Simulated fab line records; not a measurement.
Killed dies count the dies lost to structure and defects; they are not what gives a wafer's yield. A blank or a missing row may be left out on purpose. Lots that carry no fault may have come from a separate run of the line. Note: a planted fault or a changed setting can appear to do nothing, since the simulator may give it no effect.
One fault seen from 2 desks :: flow berkeley_cmos170 :: what lay behind the numbers comes last; until then each desk has only its own

## THE METROLOGY DESK
What the gauges read, lot by lot, whatever tool the lot ran on: means of the sampled wafers that have a number. If a lot's mean is further than 4 standard deviations from the usual mean, the lot is out of limits and carries the mark OUT (the distance appears in the brackets).
Columns: A = NWELL_TW at UCB170_NWELL_TW_MEAS_16, usual 1254; B = PWELL_TW at UCB170_PWELL_TW_MEAS_17, usual 382.2; C = WELLDRIVE_OXIDE_THK at UCB170_WELLDRIVE_THK_MEAS_02, usual 201 nm
lot: L490
first seen here: day 2 03:04
A: 1255
B: 383.0
C: 202

lot: L491
first seen here: day 2 10:19
A: 1253
B: 384.2
C: 209

lot: L492
first seen here: day 2 21:41
A: 1243
B: 383.6
C: 202

lot: L493
first seen here: day 3 04:52
A: 1249
B: 381.2
C: 203

lot: L495
first seen here: day 3 11:10
A: 1253
B: 380.4
C: 201

lot: L494
first seen here: day 3 11:12
A: 1263
B: 381.0
C: 199

lot: L499
first seen here: day 4 08:56
A: 423 (-99 or more) OUT
B: -
C: -

lot: L503
first seen here: day 5 05:49
A: 1254
B: 384.3
C: 202

lot: L504
first seen here: day 5 08:01
A: 412 (-99 or more) OUT
B: -
C: -

lot: L505
first seen here: day 5 08:17
A: 391 (-99 or more) OUT
B: -
C: -

lot: L507
first seen here: day 6 02:21
A: 1258
B: 380.4
C: 200

lot: L509
first seen here: day 6 05:28
A: 1256
B: 379.9
C: 206

lot: L511
first seen here: day 6 21:23
A: 1250
B: 380.6
C: 206

lot: L513
first seen here: day 7 00:35
A: 1257
B: 384.0
C: 200
This desk reports L499, L504, L505 out of limits; the earliest was L499 at day 4 08:56 (NWELL_TW at UCB170_NWELL_TW_MEAS_16). L490, L491, L492, L493, L495, L494, L503, L507, L509, L511, L513 stayed within limits.

## TOOL OWNER'S DESK, litho_track-01
The tool's own readings at UCB170_NWELL_DEVELOP_11 (develop time 45 s): means of the sampled wafers that have a number, for each lot that ran on this tool. If a lot's mean is further than 4 standard deviations from the usual mean, the lot is out of limits and carries the mark OUT (the distance appears in the brackets).
Columns: A = chill_plate_temp_C at UCB170_NWELL_DEVELOP_11, usual 23.01 C; B = developer_temp_C at UCB170_NWELL_DEVELOP_11, usual 21.00 C
lot: L494
first seen here: day 3 10:00
A: 22.94
B: 20.96

lot: L499
first seen here: day 4 08:00
A: 22.84
B: 21.06

lot: L504
first seen here: day 5 07:00
A: 23.04
B: 20.86

lot: L505
first seen here: day 5 07:00
A: 23.07
B: 20.99
This desk found nothing out of limits on any of the 4 lots.

## BROUGHT TOGETHER
On L499, L504, L505, the metrology desk was in a position to raise an alarm at day 4 08:56.
The desk of the tool owner found nothing out of limits.
The tool owner's desk has L499, L504, L505 on record, within its limits.
Every lot named ran UCB170_NWELL_DEVELOP_11 on litho_track-01.

## WHAT WAS PUT IN BY THE SIMULATOR
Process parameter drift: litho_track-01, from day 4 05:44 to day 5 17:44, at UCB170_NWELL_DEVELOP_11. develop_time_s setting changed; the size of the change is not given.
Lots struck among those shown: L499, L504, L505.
Hours from the fault's start to each desk's first reading out of limits: the metrology desk, 3.
